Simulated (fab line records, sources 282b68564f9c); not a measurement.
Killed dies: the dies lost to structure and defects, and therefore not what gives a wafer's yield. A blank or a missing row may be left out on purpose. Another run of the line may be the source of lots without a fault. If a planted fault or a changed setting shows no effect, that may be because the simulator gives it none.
A struck lot beside a sound one    flow rit cmos    44 steps out of a route of 202
Sound: wafers L295.1, L295.5, L295.6. Wafers struck: L305.1, L305.4, L305.5. The cause is given at the end.
Each step with rows lists, per side, the tool, then ch with its chambers, then its first start. Under that, the readings that differ: sound wafers    struck wafers    difference of the means    sigmas: that difference in standard deviations of wafers without a fault.
alike: readings whose means differ by less than 2 such deviations, and words and numbers that are the same on both sides. not compared: withheld readings, readings that some wafer has no value for, bounds like >300 that may hide the same value, and numbers for which the record gives no deviation and whose values overlap.
A row with sigmas, a row that says differs or no value, or rows on one side alone: a step with any of these is where the two part. Numbers that have no deviation but don't overlap get no sigmas and don't part them. A reading that every wafer of one side lacks parts them only if that side has two wafers or more.

first, 1 step without rows for these wafers: RIT_PRETRO_IMPLANT_08.
RIT_PRETRO_STRIP_09: strips in O2, time 180 s.
  sound on plasma asher-01 ch 0,1, day 3 17:39; struck on plasma asher-02 ch 1, day 5 19:55
  alike: drypump motor current A
  not compared: rf hours counter h
RIT_PRETRO_TW_MEAS_10:
  sound on film metro-01 at day 3 17:50; struck on film metro-02 at day 5 20:05
  alike: PRETRO_TW
then, 5 steps without rows for these wafers: RIT_GATE_WET_ETCH_00 (etches SiO2 in BOE, target depth 56 nm, time 60 s); RIT_GATE_CLEAN_01 (cleans in SC1, time 600 s); RIT_GATE_CLEAN_02 (cleans in dHF, time 30 s); RIT_GATE_CLEAN_03 (cleans in SC2, time 600 s); RIT_GATE_CLEAN_04 (cleans in dHF, time 60 s).
RIT_FOX2_THK_MEAS_91:
  sound on film metro-03 at day 3 18:19; struck on film metro-03 at day 5 20:34
reading                      sound        struck       difference  sigmas
FIELD_OXIDE_LEFT_2_THK (nm)  256 259 253  237 237 236  -19         -3
then, 2 steps without rows for these wafers: RIT_GATE_OXIDATION_05 (target thk 3 nm, ox time 270 s); RIT_GATE_ANNEAL_06 (time 600 s).
RIT_GATE_THK_MEAS_07:
  sound on film metro-01 at day 3 21:26; struck on film metro-04 at day 5 23:01
reading              sound           struck          difference  sigmas
GATE_OXIDE_THK (nm)  3.11 3.07 3.04  2.92 2.96 2.91  -0.14       -2
RIT_GATE_CVD_08: deposits poly-Si from SiH4, target thk 250 nm, time 2220 s.
  sound on lpcvd-01 ch 0, day 3 21:29; struck on lpcvd-02 ch 1, day 5 23:05
reading                                   sound              struck           difference  sigmas
model.poly-Si_of_GATE_CVD_08.thk nm (nm)  251.1 250.8 250.5  174 173.1 173.5  -77         
  alike: sih4 flow sccm
RIT_GATE_THK_MEAS_09:
  sound on film metro-04 at day 3 23:06; struck on film metro-01 at day 6 00:55
reading             sound              struck             difference  sigmas
GATE_POLY_THK (nm)  251.1 251.0 250.4  173.9 173.0 173.4  -77.4       -34
  not compared: hold
then, 5 steps without rows for these wafers: RIT_GATE_COAT_11 (resist thk 833.8 nm); RIT_GATE_SOFTBAKE_12 (time 60 s); RIT_GATE_EXPOSE_13 (exposes mask M6, target cd 150 nm); RIT_GATE_PEB_14; RIT_GATE_DEVELOP_15 (develop time 50 s).
RIT_GATE_CD_MEAS_16 targets a cd of 150 nm.
  sound on cd sem-02 at day 4 00:14; struck on cd sem-01 at day 6 04:23
  alike: cd nm
RIT_GATE_OVL_MEAS_17:
  sound on overlay-02 at day 4 00:21; struck on overlay-02 at day 6 04:31
  alike: GATE_OVL
then, 1 step without rows for these wafers: RIT_GATE_HARDBAKE_18 (time 60 s).
RIT_GATE_ETCH_19: etches poly-Si in SF6/CHF3/O2, stops on SiO2, time 165 s, target depth 312.5 nm.
  sound on rie si-02 ch 0,1,2, day 4 00:32; struck on rie si-01 ch 0,1,2, day 6 04:44
reading                           sound              struck             difference  sigmas
oes product au (a.u.)             0.860 0.835 0.831  0.650 0.660 0.664  -0.184      -17
model.GATE.feature depth nm (nm)  251.1 250.8 250.5  174 173.1 173.5    -77         
model.etch.depth nm (nm)          251.1 250.8 250.5  174 173.1 173.5    -77         
  alike: CHF3_flow_sccm, drypump motor current A, throttle valve pct
  not compared: rf hours counter h
RIT_GATE_STRIP_20: strips in O2, time 180 s.
  sound on plasma asher-04 ch 0,1, day 4 00:38; struck on plasma asher-02 ch 0,1, day 6 04:51
  alike: drypump motor current A
  not compared: rf hours counter h
RIT_GATE_CD_MEAS_90 targets a cd of 150 nm.
  sound on cd sem-02 at day 4 00:49; struck on cd sem-01 at day 6 05:02
  alike: cd nm
then, 3 steps without rows for these wafers: RIT_REOX_CLEAN_00 (cleans in SC1, time 600 s); RIT_REOX_CLEAN_01 (cleans in dHF, time 30 s); RIT_REOX_CLEAN_02 (cleans in SC2, time 600 s).
RIT_REOX_OXIDATION_03: target thk 25.2 nm, ox time 5580 s.
  sound on furnace-03 ch 0, day 4 02:05; struck on furnace-04 ch 0, day 6 05:32
reading                                      sound              struck             difference  sigmas
model.SiO2_of_REOX_OXIDATION_03.thk nm (nm)  24.78 25.08 25.24  25.85 25.69 25.67  +0.70       
  alike: tube_center_temp_C_max
RIT_REOX_THK_MEAS_04:
  sound on film metro-01 at day 4 04:38; struck on film metro-02 at day 6 08:05
  alike: REOX_OXIDE_THK
then, 6 steps without rows for these wafers: RIT_NLDD_HMDS_00 (prime time 60 s); RIT_NLDD_COAT_01 (resist thk 1000 nm); RIT_NLDD_SOFTBAKE_02 (time 60 s); RIT_NLDD_EXPOSE_03 (exposes mask M7, target cd 40700 nm); RIT_NLDD_PEB_04; RIT_NLDD_DEVELOP_05 (develop time 50 s).
RIT_NLDD_OVL_MEAS_06:
  sound on overlay-02 at day 4 05:42; struck on overlay-01 at day 6 08:59
  alike: NLDD_OVL
then, 2 steps without rows for these wafers: RIT_NLDD_HARDBAKE_07 (time 60 s); RIT_NLDD_IMPLANT_08.
RIT_NLDD_STRIP_09: strips in O2, time 180 s.
  sound on plasma asher-01 ch 0,1, day 4 06:14; struck on plasma asher-04 ch 0,1, day 6 09:25
  alike: drypump motor current A
  not compared: rf hours counter h
RIT_NLDD_TW_MEAS_10:
  sound on film metro-04 at day 4 06:24; struck on film metro-04 at day 6 09:35
reading  sound           struck          difference  sigmas
NLDD_TW  2500 2516 2500  2484 2491 2474  -22         -2
RIT_SPACER_CLEAN_00: cleans in SC1, time 600 s.
  sound on wet bench-03 ch 0, day 4 08:01; struck on wet bench-02 ch 3, day 6 11:13
reading                                      sound              struck             difference  sigmas
model.SiO2_of_REOX_OXIDATION_03.thk nm (nm)  22.88 23.15 23.29  23.83 23.69 23.67  +0.62       
RIT_SDANNEAL_CLEAN_02: cleans in SC2, time 600 s.
  sound on wet bench-04 ch 1, day 4 13:49; struck on wet bench-04 ch 3, day 6 18:19
reading                                   sound            struck             difference  sigmas
model.poly-Si_of_GATE_CVD_08.thk nm (nm)  164.9 163 162.8  85.68 85.56 86.96  -77.50      
RIT_M1_PROBE_99:
  sound on prober-01 at day 4 21:49; struck on prober-01 at day 7 15:20
  alike: killed at contacts, killed at front end, killed dies, killed open, killed short

WHERE THEY PART
Last at RIT_NLDD_TW_MEAS_10 as far as this record goes, first at RIT_FOX2_THK_MEAS_91. Later steps at which nothing parts them and some readings are alike: RIT_M1_PROBE_99.

WHY: what had been put in by the simulator
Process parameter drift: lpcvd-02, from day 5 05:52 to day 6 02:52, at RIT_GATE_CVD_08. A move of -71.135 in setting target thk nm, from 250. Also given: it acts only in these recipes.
